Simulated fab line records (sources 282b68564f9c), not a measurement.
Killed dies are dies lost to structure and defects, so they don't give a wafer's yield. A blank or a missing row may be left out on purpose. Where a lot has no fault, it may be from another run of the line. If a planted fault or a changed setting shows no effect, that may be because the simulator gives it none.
A struck lot beside a sound one | flow rit cmos | 35 out of 202 route steps
Sound: these wafers, L416.2, L416.3, L416.5. Wafers struck: L423.2, L423.3, L423.5. Last of all comes the cause.
Per side, at each step with rows, come the tool, then ch with its chambers, and then its first start. Under that, the readings that differ: sound wafers | struck wafers | difference of the means | sigmas: that difference in standard deviations of wafers without a fault.
alike: readings whose means differ by less than 2 such deviations, and words and numbers that are the same on both sides. not compared: withheld readings, readings that some wafer has no value for, bounds like >300 that may hide the same value, and numbers for which the record gives no deviation and whose values overlap.
The two part at a step that has a row with sigmas, a row that says differs or no value, or rows on one side only. Numbers that have no deviation but don't overlap get no sigmas and don't part them. A reading missing from all wafers of one side parts the sides only when that side holds two or more wafers.

first, 4 steps without rows for these wafers: RIT_ACTIVE_CLEAN_15 (cleans in SC1, time 600 s); RIT_ACTIVE_CLEAN_16 (cleans in dHF, time 30 s); RIT_ACTIVE_CLEAN_17 (cleans in SC2, time 600 s); RIT_FOX1_OXIDATION_00 (target thk 350.7 nm, ox time 1130 s).
RIT_FOX1_THK_MEAS_01:
  sound on film metro-02 at day 3 14:24; struck on film metro-04 at day 5 02:32
  alike: FOX1_OXIDE_THK
then, 2 steps without rows for these wafers: RIT_FOX1_WET_ETCH_02 (etches SiO2 in BOE, target depth 350 nm, time 390 s); RIT_FOX2_OXIDATION_00 (target thk 350.7 nm, ox time 1130 s).
RIT_FOX2_THK_MEAS_01:
  sound on film metro-01 at day 3 15:53; struck on film metro-03 at day 5 04:01
  alike: FOX2_OXIDE_THK
then, 2 steps without rows for these wafers: RIT_FOX2_CLEAN_02 (cleans in dHF, time 174 s); RIT_FOX2_WET_ETCH_03 (etches Si3N4 in H3PO4, target depth 195 nm, time 2700 s).
RIT_FOX2_THK_MEAS_90:
  sound on film metro-01 at day 3 16:46; struck on film metro-01 at day 5 04:54
  alike: FIELD_OXIDE_LEFT_1_THK
then, 1 step without rows for these wafers: RIT_NWELL_HMDS_00 (prime time 60 s).
RIT_NWELL_COAT_01: resist thk 1300 nm.
  sound on litho track-04 ch 0, day 3 16:59; struck on litho track-04 ch 0, day 5 05:07
  reading                                    | sound          | struck            | difference | sigmas
  model.NOVOLAK_of_NWELL_COAT_01.thk nm (nm) | 1298 1299 1293 | 261.5 260.5 260.3 | -1035.9    |
then, 4 steps without rows for these wafers: RIT_NWELL_SOFTBAKE_02 (time 60 s); RIT_NWELL_EXPOSE_03 (exposes mask M2, target cd 43900 nm); RIT_NWELL_PEB_04; RIT_NWELL_DEVELOP_05 (develop time 68 s).
RIT_NWELL_OVL_MEAS_06:
  sound on overlay-01 at day 3 17:42; struck on overlay-01 at day 5 05:58
  alike: NWELL_OVL
RIT_NWELL_HARDBAKE_07: time 120 s.
  sound on litho track-03 ch 0, day 3 17:46; struck on litho track-02 ch 0, day 5 06:02
  reading                                    | sound          | struck            | difference | sigmas
  model.NOVOLAK_of_NWELL_COAT_01.thk nm (nm) | 1135 1136 1131 | 235.6 234.7 234.5 | -899.1     |
following that, these wafers have no rows for 1 step: RIT_NWELL_IMPLANT_08.
RIT_NWELL_STRIP_09: strips in O2, time 180 s.
  sound on plasma asher-02 ch 0,1, day 3 18:08; struck on plasma asher-04 ch 0,1, day 5 06:23
  alike: drypump motor current A, rf refl power W
  not compared: rf hours counter h
RIT_NWELL_TW_MEAS_10:
  sound on film metro-04 at day 3 18:19; struck on film metro-01 at day 5 06:34
  reading  | sound          | struck         | difference | sigmas
  NWELL_TW | 2129 2133 2149 | 2177 2164 2162 | +31        | +3
then, 6 steps without rows for these wafers: RIT_PWELL_HMDS_00 (prime time 60 s); RIT_PWELL_COAT_01 (resist thk 1300 nm); RIT_PWELL_SOFTBAKE_02 (time 60 s); RIT_PWELL_EXPOSE_03 (exposes mask M3, target cd 43700 nm); RIT_PWELL_PEB_04; RIT_PWELL_DEVELOP_05 (develop time 68 s).
RIT_PWELL_OVL_MEAS_06:
  sound on overlay-02 at day 3 19:17; struck on overlay-02 at day 5 07:32
  alike: PWELL_OVL
then, 2 steps without rows for these wafers: RIT_PWELL_HARDBAKE_07 (time 120 s); RIT_PWELL_IMPLANT_08.
RIT_PWELL_STRIP_09: strips in O2, time 180 s.
  sound on plasma asher-03 ch 0,1, day 3 19:43; struck on plasma asher-02 ch 0,1, day 5 07:58
  alike: drypump motor current A, rf refl power W
  not compared: rf hours counter h
RIT_PWELL_TW_MEAS_10:
  sound on film metro-03 at day 3 19:54; struck on film metro-01 at day 5 08:08
  reading  | sound       | struck         | difference | sigmas
  PWELL_TW | 969 969 960 | 2014 2021 2033 | +1057      | +99 or more
then, 1 step without rows for these wafers: RIT_WELLDRIVE_ANNEAL_00 (time 14700 s).
RIT_M1_PROBE_99:
  sound on prober-02 at day 5 06:39; struck on prober-01 at day 6 17:38
  reading                                | sound             | struck            | difference | sigmas
  model.etest.pwell pinched.rs ohm sq    | 456 457 465       | 811.2 811.8 821.3 | +355.4     |
  model.etest.nmos_0p3.r on ohm um       | 2136 2186 2154    | 1929 1947 1963    | -212       |
  model.etest.nmos turned.drive ua um    | 336 330.1 339.4   | 429.5 425.5 410.3 | +86.6      |
  model.etest.nmos_0p15.r on ohm um      | 1105 1161 1129    | 1030 1040 1067    | -86        |
  model.etest.nmos_0p15.drive ua um      | 473.3 455.8 476.3 | 548.2 550.7 542.8 | +78.8      |
  model.etest.nmos_0p3.drive ua um       | 228.3 220.7 227.8 | 274.5 273.7 274   | +48.5      |
  model.etest.nmos narrow.drive ua um    | 228.4 219.7 227.2 | 255.3 258 259.6   | +32.5      |
  model.etest.well edge left.line ohm um | 185.6 184.8 183.7 | 165.5 165.5 166.5 | -18.9      |
  alike: killed_at_M0_to_M3, killed at front end, killed dies, killed on rim, killed open, killed short

## WHERE THEY PART
First at RIT_NWELL_TW_MEAS_10; last, within this record, at RIT_PWELL_TW_MEAS_10. Later steps at which nothing parts them and some readings are alike: RIT_M1_PROBE_99.

WHY: what had been put in by the simulator
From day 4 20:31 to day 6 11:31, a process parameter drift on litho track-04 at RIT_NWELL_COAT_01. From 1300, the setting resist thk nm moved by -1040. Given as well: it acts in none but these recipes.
